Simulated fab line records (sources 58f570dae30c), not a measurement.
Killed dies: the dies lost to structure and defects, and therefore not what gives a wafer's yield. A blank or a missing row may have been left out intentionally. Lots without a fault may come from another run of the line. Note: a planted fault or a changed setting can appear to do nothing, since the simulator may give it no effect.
Struck lot and sound lot, side by side | flow berkeleyCmos170 | 17 out of 331 route steps
Sound: wafers L410.2, L410.3, L410.5. Wafers L415.1, L415.3, L415.4 were the ones struck. Last of all comes the cause.
For every step that has rows: the tool of each side, followed by ch and its chambers, followed by its first start. Under that, the readings that differ: sound wafers | struck wafers | difference of the means | sigmas: that difference in standard deviations of wafers without a fault.
alike: same words and numbers on both sides, and readings whose means sit less than 2 such deviations apart. not compared: any withheld reading, any reading some wafer has no value for, any bound like >300 that may hide the same value, and any number with overlapping values for which the record gives no deviation.
The two part at a step that has a row with sigmas, a row that says differs or no value, or rows on one side only. When numbers do not overlap yet have no deviation, they are printed without sigmas and do not part them. A reading that every wafer of one side lacks parts them only if that side has two wafers or more.

first, 5 steps without rows for these wafers: UCB170_NSD_COAT_01 (resist thk 900 nm); UCB170_NSD_SOFTBAKE_02 (time 60 s); UCB170_NSD_EXPOSE_03 (exposes mask NSELECT MOD, target cd 1200 nm); UCB170_NSD_PEB_04; UCB170_NSD_DEVELOP_05 (develop time 45 s).
UCB170_NSD_CD_MEAS_06 targets a cd of 1200 nm.
  sound on cdSem-02, day 8 07:04; struck on cdSem-01, day 9 10:59
  alike: cdNm
UCB170_NSD_OVL_MEAS_07:
  sound on overlay-01, day 8 07:10; struck on overlay-02, day 9 11:07
  alike: NSD_OVL
next, for these wafers, 1 step has no rows: UCB170_NSD_IMPLANT_08.
UCB170_NSD_STRIP_09: strips in O2.
  sound on plasmaAsher-01 ch 0,1, day 8 07:21; struck on plasmaAsher-03 ch 0,1, day 9 11:18
  alike: drypumpMotorCurrentA, oesProductAu, stripTimeToEndpointS
  not compared: rfHoursCounterH
UCB170_NSD_TW_MEAS_10:
  sound on filmMetro-04, day 8 07:28; struck on filmMetro-02, day 9 11:24
  alike: NSD_TW
then, 2 steps without rows for these wafers: UCB170_NSD_CLEAN_11 (cleans in SPM, time 600 s); UCB170_BACKSIDE_HMDS_00 (prime time 60 s).
UCB170_BACKSIDE_COAT_01: resist thk 900 nm.
  sound on lithoTrack-02 ch 0, day 8 08:19; struck on lithoTrack-02 ch 0, day 9 11:48
reading                                  | sound             | struck         | difference | sigmas
model.KrF_of_BACKSIDE_COAT_01.thkNm (nm) | 897.3 899.3 899.4 | 1077 1081 1076 | +179       | 
then, 1 step without rows for these wafers: UCB170_BACKSIDE_SOFTBAKE_02 (time 60 s).
UCB170_BACKSIDE_STRIP_03: strips in O2.
  sound on plasmaAsher-02 ch 0,1, day 8 08:35; struck on plasmaAsher-04 ch 0,1, day 9 12:06
reading                  | sound             | struck            | difference | sigmas
stripTimeToEndpointS (s) | 21.89 21.94 21.94 | 26.19 26.30 26.18 | +4.30      | +90
  alike: drypumpMotorCurrentA, oesProductAu
  not compared: rfHoursCounterH
then, 2 steps without rows for these wafers: UCB170_BACKSIDE_CLEAN_04 (cleans in SPM, time 600 s); UCB170_M3_PROBE_99.

== WHERE THEY PART ==
UCB170_BACKSIDE_STRIP_03 only, going by this record.

WHY: what the simulator had put in
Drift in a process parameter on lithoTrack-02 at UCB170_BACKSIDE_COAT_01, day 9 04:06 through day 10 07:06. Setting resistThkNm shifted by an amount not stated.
